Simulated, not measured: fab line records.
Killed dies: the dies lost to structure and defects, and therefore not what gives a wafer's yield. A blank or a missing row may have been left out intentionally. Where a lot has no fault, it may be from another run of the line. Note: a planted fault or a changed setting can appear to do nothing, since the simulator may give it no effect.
A lot that was struck, set against a sound lot | flow rit cmos | 22 out of 202 route steps
Sound: wafers L899.3, L899.4, L899.5. Wafers L904.1, L904.2, L904.6 were the ones struck. The cause is given at the end.
Order at every step that has rows: each side's tool, ch and its chambers, its first start. Under that, the readings that differ: sound wafers | struck wafers | difference of the means | sigmas: that difference in standard deviations of wafers without a fault.
alike: readings with means less than 2 such deviations apart, plus words and numbers identical on both sides. not compared: withheld readings, readings lacking a value on some wafer, bounds such as >300 that could conceal the same value, and numbers that have no deviation in the record and whose values overlap.
Wherever a step has rows on one side only, a row that says differs or no value, or a row with sigmas, the two part there. Numbers that have no deviation but don't overlap get no sigmas and don't part them. A reading missing from all wafers of one side parts the sides only when that side holds two or more wafers.

first, 2 steps without rows for these wafers: RIT_NSD_HARDBAKE_07 (time 60 s); RIT_NSD_IMPLANT_08.
RIT_NSD_STRIP_09: strips in O2, time 180 s.
  sound on plasma asher-02 ch 0,1, day 6 05:53; struck on plasma asher-03 ch 0,1, day 6 20:43
  alike: drypump motor current A, o2 flow sccm
  not compared: rf hours counter h
RIT_NSD_TW_MEAS_10:
  sound: film metro-01 at day 6 06:02; struck: film metro-01 at day 6 20:53
  alike: NSD_TW
then, 6 steps without rows for these wafers: RIT_PSD_HMDS_00 (prime time 60 s); RIT_PSD_COAT_01 (resist thk 1000 nm); RIT_PSD_SOFTBAKE_02 (time 60 s); RIT_PSD_EXPOSE_03 (exposes mask M10, target cd 40900 nm); RIT_PSD_PEB_04; RIT_PSD_DEVELOP_05 (develop time 50 s).
RIT_PSD_OVL_MEAS_06:
  sound: overlay-01 at day 6 06:56; struck: overlay-01 at day 6 21:48
  alike: PSD_OVL
then, 1 step without rows for these wafers: RIT_PSD_HARDBAKE_07 (time 60 s).
RIT_PSD_IMPLANT_08:
  sound on implanter-03 ch 0, day 6 07:10; struck on implanter-03 ch 0, day 6 21:59
  reading                   | sound                | struck               | difference | sigmas
  beam energy keV           | 27.008 26.996 27.008 | 24.596 24.598 24.599 | -2.406     | -99 or more
  model.implant.rp nm (nm)  | 21.7 21.7 21.7       | 20.55 20.55 20.55    | -1.15      |
  model.implant.drp nm (nm) | 12.05 12.05 12.05    | 11.29 11.29 11.29    | -0.76      |
RIT_PSD_STRIP_09: strips in O2, time 180 s.
  sound on plasma asher-03 ch 0,1, day 6 07:19; struck on plasma asher-03 ch 0,1, day 6 22:08
  alike: drypump motor current A, o2 flow sccm
  not compared: rf hours counter h
RIT_PSD_TW_MEAS_10:
  sound: film metro-02 at day 6 07:27; struck: film metro-02 at day 6 22:19
  reading | sound          | struck         | difference | sigmas
  PSD_TW  | 3430 3446 3436 | 3370 3360 3366 | -72        | -4
then, 3 steps without rows for these wafers: RIT_SDANNEAL_CLEAN_00 (cleans in SC1, time 600 s); RIT_SDANNEAL_CLEAN_01 (cleans in dHF, time 30 s); RIT_SDANNEAL_CLEAN_02 (cleans in SC2, time 600 s).
RIT_SDANNEAL_RTA_03: time 5 s.
  sound on rtp anneal-01 ch 0, day 6 08:04; struck on rtp anneal-02 ch 0, day 6 22:46
  alike: anneal temp c max, wafer_temp_C_max
RIT_SDANNEAL_RS_MEAS_04: the measuring method here is four-point-probe.
  sound: film metro-03 at day 6 08:09; struck: film metro-03 at day 6 22:50
  reading         | sound             | struck            | difference | sigmas
  PSD_RS (ohm/sq) | 115.5 115.8 115.5 | 121.2 121.0 121.0 | +5.5       | +18
RIT_SDANNEAL_RS_MEAS_05: the measuring method here is four-point-probe.
  sound: film metro-03 at day 6 08:16; struck: film metro-03 at day 6 22:57
  alike: NSD_RS
RIT_M1_PROBE_99:
  sound: prober-01 at day 6 16:02; struck: prober-02 at day 7 06:40
  reading                                 | sound             | struck               | difference | sigmas
  model.etest.contact pplus.end ohm um    | 43.62 43.7 43.13  | 48.71 46.31 46.09    | +3.55      |
  model.etest.vpnp.gain                   | 1.067 1.066 1.05  | 0.9639 0.9971 0.9975 | -0.0748    |
  model.etest.diode pplus nwell.cj ff um2 | 1.694 1.698 1.704 | 1.748 1.744 1.746    | +0.047     |
  model.etest.diode pplus comb.cj ff um2  | 2.002 2.01 1.999  | 2.035 2.043 2.045    | +0.037     |
  alike: killed at contacts, killed at front end, killed dies, killed open, killed short

## WHERE THEY PART
Last at RIT_SDANNEAL_RS_MEAS_04 as far as this record goes, first at RIT_PSD_IMPLANT_08. Later steps at which nothing parts them and some readings are alike: RIT_SDANNEAL_RS_MEAS_05, RIT_M1_PROBE_99.

WHY: whatever the simulator had introduced
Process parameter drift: implanter-03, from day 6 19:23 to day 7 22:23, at RIT_PSD_IMPLANT_08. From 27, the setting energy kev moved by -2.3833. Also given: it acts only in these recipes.
